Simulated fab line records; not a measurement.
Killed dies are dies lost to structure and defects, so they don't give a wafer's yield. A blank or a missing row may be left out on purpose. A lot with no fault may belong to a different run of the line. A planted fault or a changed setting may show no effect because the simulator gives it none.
Which tool was responsible? + flow ritCmos + 12 lots, 36 wafers sampled, at 3 steps of a route of 202

## WHAT EACH GAUGE READ, for each wafer
RIT_ACTIVE_THK_MEAS_04. Usual: ACTIVE_NITRIDE_THK typically reads 149.8 nm, with standard deviation 1.3.
| lot  | measured    | on           | ACTIVE_NITRIDE_THK (nm) | flag |
|------|-------------|--------------|-------------------------|------|
| L778 | day 1 13:32 | filmMetro-01 | 148.3 148.6 146.8       |      |
| L779 | day 1 19:27 | filmMetro-04 | 149.4 148.2 147.9       |      |
| L780 | day 1 23:32 | filmMetro-01 | 149.4 149.5 149.1       |      |
| L781 | day 2 04:32 | filmMetro-01 | 148.1 148.7 148.6       |      |
| L782 | day 2 09:56 | filmMetro-01 | 150.9 151.0 150.6       |      |
| L783 | day 2 14:32 | filmMetro-02 | 150.1 149.7 150.0       |      |
| L787 | day 3 12:03 | filmMetro-02 | 152.3 151.6 151.1       |      |
| L790 | day 4 01:57 | filmMetro-02 | 151.8 153.4 153.1       |      |
| L792 | day 4 11:38 | filmMetro-02 | 148.1 148.5 149.0       |      |
| L797 | day 5 13:02 | filmMetro-02 | 149.2 149.4 149.2       |      |
| L798 | day 5 18:03 | filmMetro-04 | 149.5 149.2 150.7       |      |
| L800 | day 6 04:19 | filmMetro-04 | 148.8 148.6 148.3       |      |

RIT_GATE_OVL_MEAS_17. Usual: GATE_OVL typically reads -0.6 nm, with standard deviation 1.4.
| lot  | measured    | on         | GATE_OVL (nm)  | flag |
|------|-------------|------------|----------------|------|
| L778 | day 2 13:56 | overlay-01 | -0.7 -0.1 -1.7 |      |
| L779 | day 2 18:57 | overlay-01 | -1.3 -1.8 -2.1 |      |
| L780 | day 3 00:53 | overlay-01 | -1.9 -3.4 -1.8 |      |
| L781 | day 3 03:22 | overlay-01 | -3.6 -1.4 -1.9 |      |
| L782 | day 3 11:04 | overlay-02 | 1.0 -0.3 1.4   |      |
| L783 | day 3 15:29 | overlay-01 | 3.7 1.9 0.5    |      |
| L787 | day 4 10:28 | overlay-01 | 0.4 -0.1 -1.0  |      |
| L790 | day 5 04:28 | overlay-01 | -4.5 -2.6 -2.6 |      |
| L792 | day 5 13:19 | overlay-01 | -0.4 0.0 1.5   |      |
| L797 | day 6 15:51 | overlay-01 | -0.1 1.3 2.1   |      |
| L798 | day 6 19:34 | overlay-02 | 2.3 0.1 0.7    |      |
| L800 | day 7 07:11 | overlay-01 | 0.4 -0.1 0.8   |      |

## WHICH TOOL RAN EACH LOT (tool, then ch and the chambers of the sampled wafers, then the start)
| lot  | RIT_ACTIVE_STRIP_14                |
|------|------------------------------------|
| L778 | plasmaAsher-03 ch 0,1, day 1 14:50 |
| L779 | plasmaAsher-01 ch 0,1, day 1 20:49 |
| L780 | plasmaAsher-01 ch 0,1, day 2 00:50 |
| L781 | plasmaAsher-02 ch 0,1, day 2 05:58 |
| L782 | plasmaAsher-02 ch 0,1, day 2 11:22 |
| L783 | plasmaAsher-02 ch 0,1, day 2 15:58 |
| L787 | plasmaAsher-02 ch 0,1, day 3 13:36 |
| L790 | plasmaAsher-02 ch 0,1, day 4 03:25 |
| L792 | plasmaAsher-02 ch 0,1, day 4 13:04 |
| L797 | plasmaAsher-01 ch 0,1, day 5 14:20 |
| L798 | plasmaAsher-03 ch 0,1, day 5 19:31 |
| L800 | plasmaAsher-03 ch 0,1, day 6 05:38 |
- RIT_ACTIVE_STRIP_14: strips in O2, time 180 s.

## AS READ BY THE TOOLS THEMSELVES (means over the sampled wafers that have a number; for cases with no such wafer, the mark the record gives instead)
RIT_ACTIVE_STRIP_14. Usual: chamberPressureMTorr 4000 mTorr, standard deviation 3.5; drypumpMotorCurrentA 5.6 A, standard deviation 0.47.
| lot  | tool           | chamberPressureMTorr (mTorr) | drypumpMotorCurrentA (A) | flag |
|------|----------------|------------------------------|--------------------------|------|
| L778 | plasmaAsher-03 | 3999                         | 6.1                      |      |
| L779 | plasmaAsher-01 | 4003                         | 5.2                      |      |
| L780 | plasmaAsher-01 | 4001                         | 5.2                      |      |
| L781 | plasmaAsher-02 | 4001                         | 5.6                      |      |
| L782 | plasmaAsher-02 | 4000                         | 5.6                      |      |
| L783 | plasmaAsher-02 | 4005                         | 5.2                      |      |
| L787 | plasmaAsher-02 | 4000                         | 5.2                      |      |
| L790 | plasmaAsher-02 | 3999                         | 5.6                      |      |
| L792 | plasmaAsher-02 | 4000                         | 5.2                      |      |
| L797 | plasmaAsher-01 | 4001                         | 5.2                      |      |
| L798 | plasmaAsher-03 | 4000                         | 6.1                      |      |
| L800 | plasmaAsher-03 | 4001                         | 6.0                      |      |

## THE ANSWER, worked out from the rows above alone
Rule: a lot counts as off when the mean over its wafers that have a number is more than 3 standard deviations away from the usual mean. A lot without any number at a reading at which 4 lots or more have one is off too. Any other lot the step has rows for is counted as sound. The gauges are gone through in route order, then the tools' own readings, and for those a lot's mean is taken as printed above. At the first step where some lot is off, the reading lying furthest off is the one used; lots without a number count as furthest.
None of the lots is off at any reading shown; this tells nothing.

## WHAT THE SIMULATOR HAD INSERTED
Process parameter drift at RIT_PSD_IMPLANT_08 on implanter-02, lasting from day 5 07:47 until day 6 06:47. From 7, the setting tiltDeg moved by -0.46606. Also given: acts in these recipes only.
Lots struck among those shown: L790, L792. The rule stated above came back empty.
